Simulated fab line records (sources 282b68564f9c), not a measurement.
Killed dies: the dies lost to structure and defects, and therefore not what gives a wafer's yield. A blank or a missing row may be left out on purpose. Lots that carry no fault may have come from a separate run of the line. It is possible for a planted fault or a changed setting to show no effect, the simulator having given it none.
fab line records / flow rit_cmos
record: lots: 5 wafers: 15 last_day: 7
route steps=202 shown NWELL@30 PWELL@39 M1@202
lots with no fault: from the same line, run without faults
start_h: the number of hours between the record's first day and the start of the first shown wafer of the lot / wait_h: how many hours have passed since the lot's step before this one / " same as the row above / L1.1+2: one row covering several wafers at once / - no value, or no start was given / * or withheld: withheld / < > ~ a bound
route shown NAME@n: NAME is a module with steps in the file, n the number in the route of the first one / usual: mean/standard deviation of fault-free wafers / same: alike in all rows / chamber/n: place in a boat / sites: readings site by site / _std_site: standard deviation across them / _edge_site: the outer-site mean with the inner-site mean subtracted / radius_mm: for every site, how far away it sits from the centre of the wafer / mask NAME#n: copy n / behind: the tool/chamber that last shaped the wafer / hold: why the lot went on hold/how many hours it stayed there/how the hold came to an end / device: the transistor (n, p or np) that didn't switch / end of line: tests of these same wafers at the route's end / where a step has no rows: the recipe by itself / killed: at the first sort, the dies lost to defects and structure; wafer yield is something else / map: the dies of a wafer, with x for killed, . for not killed, _ for no die there
set.NAME: the setting as run; set.NAME@STEP: as run at that earlier step / model.NAME: the simulator's own value behind a step, which no gauge read
lots seen at some steps along the route; tables by step, rows by wafer
services: a tool's chamber out of use, with start hour (start_h, from the record's first day; less than 0 if before it), hours out, and reason
== steps ==
step: RIT_NWELL_SOFTBAKE_02
recipe: resist: NOVOLAK temp_c: 90 time_s: 60
step: RIT_NWELL_EXPOSE_03
recipe: mask_id: M2 na: 0.57 target_cd_nm: 43900 dose_mj: 250
step: RIT_NWELL_PEB_04
recipe: resist: NOVOLAK temp_c: withheld time_s: withheld
step: RIT_NWELL_DEVELOP_05
recipe: resist: NOVOLAK develop_time_s: 68 dev_temp_c: 23
step: RIT_NWELL_OVL_MEAS_06
usual: NWELL_OVL: -1.2/1.3
lot.wafer=L649.3 tool=overlay-02 chamber=- start_h=50.47 wait_h=- NWELL_OVL[nm]=-2.3
lot.wafer=L649.5 tool=overlay-02 chamber=- start_h=50.47 wait_h=- NWELL_OVL[nm]=-1.0
lot.wafer=L649.6 tool=overlay-02 chamber=- start_h=50.47 wait_h=- NWELL_OVL[nm]=-0.7
lot.wafer=L650.1 tool=overlay-01 chamber=- start_h=56.67 wait_h=- NWELL_OVL[nm]=-2.7
lot.wafer=L650.4 tool=overlay-01 chamber=- start_h=56.67 wait_h=- NWELL_OVL[nm]=-3.0
lot.wafer=L650.5 tool=overlay-01 chamber=- start_h=56.67 wait_h=- NWELL_OVL[nm]=-2.4
lot.wafer=L654.2 tool=overlay-02 chamber=- start_h=75.42 wait_h=- NWELL_OVL[nm]=-0.5
lot.wafer=L654.3 tool=overlay-02 chamber=- start_h=75.42 wait_h=- NWELL_OVL[nm]=-3.4
lot.wafer=L654.4 tool=overlay-02 chamber=- start_h=75.42 wait_h=- NWELL_OVL[nm]=-1.9
lot.wafer=L663.2 tool=overlay-01 chamber=- start_h=125.59 wait_h=- NWELL_OVL[nm]=0.5
lot.wafer=L663.4 tool=overlay-01 chamber=- start_h=125.59 wait_h=- NWELL_OVL[nm]=-1.5
lot.wafer=L663.5 tool=overlay-01 chamber=- start_h=125.59 wait_h=- NWELL_OVL[nm]=-0.6
lot.wafer=L665.1 tool=overlay-01 chamber=- start_h=131.88 wait_h=- NWELL_OVL[nm]=-2.0
lot.wafer=L665.4 tool=overlay-01 chamber=- start_h=131.88 wait_h=- NWELL_OVL[nm]=-1.1
lot.wafer=L665.6 tool=overlay-01 chamber=- start_h=131.88 wait_h=- NWELL_OVL[nm]=0.0
step: RIT_NWELL_HARDBAKE_07
recipe: resist: NOVOLAK temp_c: 140 time_s: 120
step: RIT_NWELL_IMPLANT_08
recipe: species: P energy_kev: 170 dose_cm2: 5e+13 tilt_deg: 7
step: RIT_NWELL_STRIP_09
recipe: chemistry: O2 time_s: 180 resist: NOVOLAK platen_temp_c: withheld power_w: 500 pressure_mtorr: 4000 o2_flow_sccm: 4000
usual: drypump_motor_current_A: 5.8/0.44
lot.wafer=L649.3 tool=plasma_asher-01 chamber=0 start_h=50.95 wait_h=0.1 drypump_motor_current_A=5.8 rf_hours_counter_h=-
lot.wafer=L649.5 tool=plasma_asher-01 chamber=1 start_h=50.95 wait_h=0.1 drypump_motor_current_A=5.9 rf_hours_counter_h=-
lot.wafer=L649.6 tool=plasma_asher-01 chamber=0 start_h=50.95 wait_h=0.1 drypump_motor_current_A=5.8 rf_hours_counter_h=-
lot.wafer=L650.1 tool=plasma_asher-04 chamber=0 start_h=57.10 wait_h=0.1 drypump_motor_current_A=6.3 rf_hours_counter_h=25
lot.wafer=L650.4 tool=plasma_asher-04 chamber=1 start_h=57.10 wait_h=0.1 drypump_motor_current_A=5.2 rf_hours_counter_h=-
lot.wafer=L650.5 tool=plasma_asher-04 chamber=1 start_h=57.10 wait_h=0.1 drypump_motor_current_A=5.2 rf_hours_counter_h=-
lot.wafer=L654.2 tool=plasma_asher-01 chamber=0 start_h=75.85 wait_h=0.1 drypump_motor_current_A=5.8 rf_hours_counter_h=46
lot.wafer=L654.3 tool=plasma_asher-01 chamber=1 start_h=75.85 wait_h=0.1 drypump_motor_current_A=5.9 rf_hours_counter_h=-
lot.wafer=L654.4 tool=plasma_asher-01 chamber=0 start_h=75.85 wait_h=0.1 drypump_motor_current_A=5.8 rf_hours_counter_h=-
lot.wafer=L663.2 tool=plasma_asher-04 chamber=1 start_h=126.02 wait_h=0.1 drypump_motor_current_A=5.2 rf_hours_counter_h=33
lot.wafer=L663.4 tool=plasma_asher-04 chamber=1 start_h=126.02 wait_h=0.1 drypump_motor_current_A=5.2 rf_hours_counter_h=-
lot.wafer=L663.5 tool=plasma_asher-04 chamber=1 start_h=126.02 wait_h=0.1 drypump_motor_current_A=5.2 rf_hours_counter_h=-
lot.wafer=L665.1 tool=plasma_asher-04 chamber=1 start_h=132.31 wait_h=0.1 drypump_motor_current_A=5.2 rf_hours_counter_h=33
lot.wafer=L665.4 tool=plasma_asher-04 chamber=0 start_h=132.31 wait_h=0.1 drypump_motor_current_A=6.4 rf_hours_counter_h=-
lot.wafer=L665.6 tool=plasma_asher-04 chamber=1 start_h=132.31 wait_h=0.1 drypump_motor_current_A=5.2 rf_hours_counter_h=-
step: RIT_NWELL_TW_MEAS_10
usual: NWELL_TW: 2140/26
lot.wafer=L649.3 tool=film_metro-04 chamber=- start_h=51.09 wait_h=0.1 NWELL_TW=2119
lot.wafer=L649.5 tool=film_metro-04 chamber=- start_h=51.09 wait_h=0.1 NWELL_TW=2114
lot.wafer=L649.6 tool=film_metro-04 chamber=- start_h=51.09 wait_h=0.1 NWELL_TW=2114
lot.wafer=L650.1 tool=film_metro-03 chamber=- start_h=57.28 wait_h=0.1 NWELL_TW=2149
lot.wafer=L650.4 tool=film_metro-03 chamber=- start_h=57.28 wait_h=0.1 NWELL_TW=2141
lot.wafer=L650.5 tool=film_metro-03 chamber=- start_h=57.28 wait_h=0.1 NWELL_TW=2151
lot.wafer=L654.2 tool=film_metro-02 chamber=- start_h=76.03 wait_h=0.1 NWELL_TW=2172
lot.wafer=L654.3 tool=film_metro-02 chamber=- start_h=76.03 wait_h=0.1 NWELL_TW=2164
lot.wafer=L654.4 tool=film_metro-02 chamber=- start_h=76.03 wait_h=0.1 NWELL_TW=2174
lot.wafer=L663.2 tool=film_metro-04 chamber=- start_h=126.20 wait_h=0.1 NWELL_TW=2113
lot.wafer=L663.4 tool=film_metro-04 chamber=- start_h=126.20 wait_h=0.1 NWELL_TW=2114
lot.wafer=L663.5 tool=film_metro-04 chamber=- start_h=126.20 wait_h=0.1 NWELL_TW=2123
lot.wafer=L665.1 tool=film_metro-04 chamber=- start_h=132.49 wait_h=0.1 NWELL_TW=2132
lot.wafer=L665.4 tool=film_metro-04 chamber=- start_h=132.49 wait_h=0.1 NWELL_TW=2130
lot.wafer=L665.6 tool=film_metro-04 chamber=- start_h=132.49 wait_h=0.1 NWELL_TW=2120
step: RIT_PWELL_HMDS_00
recipe: prime_time_s: 60 prime_temp_c: 140
step: RIT_PWELL_COAT_01
recipe: resist: NOVOLAK spin_rpm: 2000 resist_thk_nm: 1300
step: RIT_PWELL_SOFTBAKE_02
recipe: resist: NOVOLAK temp_c: 90 time_s: 60
step: RIT_PWELL_EXPOSE_03
recipe: mask_id: M3 na: 0.57 target_cd_nm: 43700 dose_mj: 250
usual: stage_vel_mm_s: 499.98/0.24
lot.wafer=L649.3 tool=iline_stepper-02 chamber=0 start_h=51.62 wait_h=0.1 mask=M3#0 stage_vel_mm_s=500.07
lot.wafer=L649.5 tool=iline_stepper-02 chamber=0 start_h=51.62 wait_h=0.1 mask=M3#0 stage_vel_mm_s=500.09
lot.wafer=L649.6 tool=iline_stepper-02 chamber=0 start_h=51.62 wait_h=0.1 mask=M3#0 stage_vel_mm_s=500.08
lot.wafer=L650.1 tool=iline_stepper-02 chamber=0 start_h=57.79 wait_h=0.1 mask=M3#0 stage_vel_mm_s=499.70
lot.wafer=L650.4 tool=iline_stepper-02 chamber=0 start_h=57.79 wait_h=0.1 mask=M3#0 stage_vel_mm_s=499.89
lot.wafer=L650.5 tool=iline_stepper-02 chamber=0 start_h=57.79 wait_h=0.1 mask=M3#0 stage_vel_mm_s=499.68
lot.wafer=L654.2 tool=iline_stepper-02 chamber=0 start_h=76.55 wait_h=0.1 mask=M3_R1#0 stage_vel_mm_s=499.94
lot.wafer=L654.3 tool=iline_stepper-02 chamber=0 start_h=76.55 wait_h=0.1 mask=M3_R1#0 stage_vel_mm_s=499.82
lot.wafer=L654.4 tool=iline_stepper-02 chamber=0 start_h=76.55 wait_h=0.1 mask=M3_R1#0 stage_vel_mm_s=499.79
lot.wafer=L663.2 tool=iline_stepper-01 chamber=0 start_h=126.72 wait_h=0.1 mask=M3#0 stage_vel_mm_s=500.07
lot.wafer=L663.4 tool=iline_stepper-01 chamber=0 start_h=126.72 wait_h=0.1 mask=M3#0 stage_vel_mm_s=499.99
lot.wafer=L663.5 tool=iline_stepper-01 chamber=0 start_h=126.72 wait_h=0.1 mask=M3#0 stage_vel_mm_s=500.23
lot.wafer=L665.1 tool=iline_stepper-02 chamber=0 start_h=133.12 wait_h=0.2 mask=M3#0 stage_vel_mm_s=499.83
lot.wafer=L665.4 tool=iline_stepper-02 chamber=0 start_h=133.12 wait_h=0.2 mask=M3#0 stage_vel_mm_s=499.99
lot.wafer=L665.6 tool=iline_stepper-02 chamber=0 start_h=133.12 wait_h=0.2 mask=M3#0 stage_vel_mm_s=500.22
step: RIT_PWELL_PEB_04
recipe: resist: NOVOLAK temp_c: withheld time_s: withheld
step: RIT_M1_PROBE_99
usual: killed_at_contacts: 0.1/0.27 killed_at_front_end: 6.4/2.9 killed_dies: 6.5/3 killed_on_rim: 1.6/1.4 killed_open: 3.3/1.9 killed_short: 3.2/1.7
same: gross_dies: 264 killed_at_M0_to_M3: 0 killed_at_M4_up: 0 killed_at_back_side: 0 killed_at_other: 0
lot.wafer=L649.3 tool=prober-02 chamber=- start_h=87.36 wait_h=0.2 killed_at_contacts=1 killed_at_front_end=4 killed_dies=5 killed_on_rim=0 killed_open=3 killed_short=2 model.etest.well_edge_right.line_ohm_um=182.9 model.etest.well_edge_left.line_ohm_um=181.4 model.etest.iso_nwell_nwell.bv_v=22.18
lot.wafer=L649.5 tool=prober-02 chamber=- start_h=87.46 wait_h=0.2 killed_at_contacts=0 killed_at_front_end=2 killed_dies=2 killed_on_rim=1 killed_open=2 killed_short=0 model.etest.well_edge_right.line_ohm_um=180.6 model.etest.well_edge_left.line_ohm_um=183 model.etest.iso_nwell_nwell.bv_v=21.98
lot.wafer=L649.6 tool=prober-02 chamber=- start_h=87.51 wait_h=0.2 killed_at_contacts=0 killed_at_front_end=8 killed_dies=8 killed_on_rim=2 killed_open=5 killed_short=3 model.etest.well_edge_right.line_ohm_um=181.2 model.etest.well_edge_left.line_ohm_um=185.1 model.etest.iso_nwell_nwell.bv_v=21.93
lot.wafer=L650.1 tool=prober-01 chamber=- start_h=94.88 wait_h=0.1 killed_at_contacts=0 killed_at_front_end=4 killed_dies=4 killed_on_rim=2 killed_open=1 killed_short=3 model.etest.well_edge_right.line_ohm_um=181.9 model.etest.well_edge_left.line_ohm_um=183.9 model.etest.iso_nwell_nwell.bv_v=22.36
lot.wafer=L650.4 tool=prober-01 chamber=- start_h=95.03 wait_h=0.2 killed_at_contacts=0 killed_at_front_end=6 killed_dies=6 killed_on_rim=1 killed_open=2 killed_short=4 model.etest.well_edge_right.line_ohm_um=184.3 model.etest.well_edge_left.line_ohm_um=182.7 model.etest.iso_nwell_nwell.bv_v=22.3
lot.wafer=L650.5 tool=prober-01 chamber=- start_h=95.08 wait_h=0.2 killed_at_contacts=0 killed_at_front_end=8 killed_dies=8 killed_on_rim=2 killed_open=6 killed_short=2 model.etest.well_edge_right.line_ohm_um=182.6 model.etest.well_edge_left.line_ohm_um=180.6 model.etest.iso_nwell_nwell.bv_v=22.18
lot.wafer=L654.2 tool=prober-01 chamber=- start_h=115.01 wait_h=0.1 killed_at_contacts=1 killed_at_front_end=7 killed_dies=8 killed_on_rim=1 killed_open=4 killed_short=4 model.etest.well_edge_right.line_ohm_um=190.8 model.etest.well_edge_left.line_ohm_um=188.3 model.etest.iso_nwell_nwell.bv_v=22.08
lot.wafer=L654.3 tool=prober-01 chamber=- start_h=115.06 wait_h=0.2 killed_at_contacts=0 killed_at_front_end=6 killed_dies=6 killed_on_rim=1 killed_open=4 killed_short=2 model.etest.well_edge_right.line_ohm_um=188.2 model.etest.well_edge_left.line_ohm_um=189 model.etest.iso_nwell_nwell.bv_v=21.73
lot.wafer=L654.4 tool=prober-01 chamber=- start_h=115.11 wait_h=0.2 killed_at_contacts=0 killed_at_front_end=9 killed_dies=9 killed_on_rim=0 killed_open=6 killed_short=3 model.etest.well_edge_right.line_ohm_um=189.4 model.etest.well_edge_left.line_ohm_um=188.3 model.etest.iso_nwell_nwell.bv_v=21.82
lot.wafer=L663.2 tool=prober-02 chamber=- start_h=165.73 wait_h=0.1 killed_at_contacts=0 killed_at_front_end=5 killed_dies=5 killed_on_rim=0 killed_open=3 killed_short=2 model.etest.well_edge_right.line_ohm_um=184.2 model.etest.well_edge_left.line_ohm_um=182.4 model.etest.iso_nwell_nwell.bv_v=22.13
lot.wafer=L663.4 tool=prober-02 chamber=- start_h=165.83 wait_h=0.2 killed_at_contacts=0 killed_at_front_end=2 killed_dies=2 killed_on_rim=0 killed_open=2 killed_short=0 model.etest.well_edge_right.line_ohm_um=185.1 model.etest.well_edge_left.line_ohm_um=182.2 model.etest.iso_nwell_nwell.bv_v=21.9
lot.wafer=L663.5 tool=prober-02 chamber=- start_h=165.88 wait_h=0.2 killed_at_contacts=0 killed_at_front_end=4 killed_dies=4 killed_on_rim=3 killed_open=3 killed_short=1 model.etest.well_edge_right.line_ohm_um=184.2 model.etest.well_edge_left.line_ohm_um=183.1 model.etest.iso_nwell_nwell.bv_v=22.58
lot.wafer=L665.1 tool=prober-02 chamber=- start_h=174.81 wait_h=0.1 killed_at_contacts=1 killed_at_front_end=8 killed_dies=9 killed_on_rim=2 killed_open=5 killed_short=4 model.etest.well_edge_right.line_ohm_um=181.2 model.etest.well_edge_left.line_ohm_um=179.4 model.etest.iso_nwell_nwell.bv_v=22.02
lot.wafer=L665.4 tool=prober-02 chamber=- start_h=174.96 wait_h=0.2 killed_at_contacts=0 killed_at_front_end=5 killed_dies=5 killed_on_rim=1 killed_open=2 killed_short=3 model.etest.well_edge_right.line_ohm_um=181 model.etest.well_edge_left.line_ohm_um=181.8 model.etest.iso_nwell_nwell.bv_v=21.82
lot.wafer=L665.6 tool=prober-02 chamber=- start_h=175.06 wait_h=0.2 killed_at_contacts=0 killed_at_front_end=10 killed_dies=10 killed_on_rim=3 killed_open=5 killed_short=5 model.etest.well_edge_right.line_ohm_um=182.4 model.etest.well_edge_left.line_ohm_um=180.5 model.etest.iso_nwell_nwell.bv_v=22.01
killed by level:class
L649.3 GATE:geometric_particle:open=2 FOX1:geometric_particle:open=1 SPACER:geometric_particle:short=1 CONTACT:geometric_particle:short=1
L649.5 GATE:geometric_particle:open=2
L649.6 GATE:geometric_particle:open=3 GATE:geometric_particle:short=2 FOX2:geometric_particle:open=1 REOX:geometric_particle:open=1 SPACER:geometric_particle:short=1
L650.1 REOX:geometric_particle:short=2 REOX:geometric_particle:open=1 SILICIDE:geometric_particle:short=1
L650.4 GATE:geometric_particle:short=3 FOX1:geometric_particle:short=1 FOX1:geometric_particle:open=1 GATE:geometric_particle:open=1
L650.5 GATE:geometric_particle:open=3 SPACER:geometric_particle:open=2 REOX:geometric_particle:short=1 SPACER:geometric_particle:short=1 SILICIDE:geometric_particle:open=1
L654.2 FOX1:geometric_particle:open=2 FOX2:geometric_particle:open=2 SILICIDE:geometric_particle:short=2 GATE:geometric_particle:short=1 CONTACT:geometric_particle:short=1
L654.3 ACTIVE:geometric_particle:open=1 FOX2:geometric_particle:short=1 GATE:geometric_particle:open=1 REOX:geometric_particle:open=1 SPACER:geometric_particle:open=1 SILICIDE:geometric_particle:short=1
L654.4 GATE:geometric_particle:short=3 GATE:geometric_particle:open=2 REOX:geometric_particle:open=2 SILICIDE:geometric_particle:open=2
L663.2 GATE:geometric_particle:open=2 GATE:geometric_particle:short=1 REOX:geometric_particle:open=1 SILICIDE:geometric_particle:short=1
L663.4 GATE:geometric_particle:open=1 SILICIDE:geometric_particle:open=1
L663.5 GATE:geometric_particle:open=2 SPACER:geometric_particle:open=1 SPACER:geometric_particle:short=1
L665.1 FOX1:geometric_particle:open=3 GATE:geometric_particle:open=2 SPACER:geometric_particle:short=2 FOX1:geometric_particle:short=1 CONTACT:geometric_particle:short=1
L665.4 GATE:geometric_particle:short=2 FOX1:geometric_particle:open=1 REOX:geometric_particle:open=1 SPACER:geometric_particle:short=1
L665.6 FOX1:geometric_particle:short=3 GATE:geometric_particle:short=2 GATE:geometric_particle:open=2 REOX:geometric_particle:open=1 SPACER:geometric_particle:open=1 SILICIDE:geometric_particle:open=1
== services ==
tool=plasma_asher-01 chamber=- start_h=27.67 hours=0.6 kind=repair
tool=iline_stepper-02 chamber=0 start_h=48.20 hours=- kind=calibration
tool=iline_stepper-02 chamber=- start_h=49.12 hours=1.7 kind=pm
tool=iline_stepper-01 chamber=0 start_h=90.26 hours=- kind=calibration
tool=iline_stepper-01 chamber=- start_h=97.70 hours=1.7 kind=pm
== key ==
first_sign: step: RIT_PWELL_EXPOSE_03 reading: mask direction: changed
effect none on later readings
model_effect: step: RIT_M1_PROBE_99 value: etest.well_edge_right.line_ohm_um without: 183.6 struck: 189.4
met_at RIT_PWELL_EXPOSE_03
struck_wafers L654.2,L654.3,L654.4
tester_left_out L654
onset_between 57.79 76.55
fault: kind: wrong_mask tool: any chamber: - onset_h: 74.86 steps: RIT_PWELL_EXPOSE_03 aux_copy: M3_R1#0 cd_offset_nm: 150 scope: struck_lots_only
tester_left_out: of these lots the tester's yield and bins aren't shown, on N5 and GAA mostly nor the transistor test; their killed dies are dies lost to structure and defects alone, not to doping, threshold or leakage, so they don't give the yield
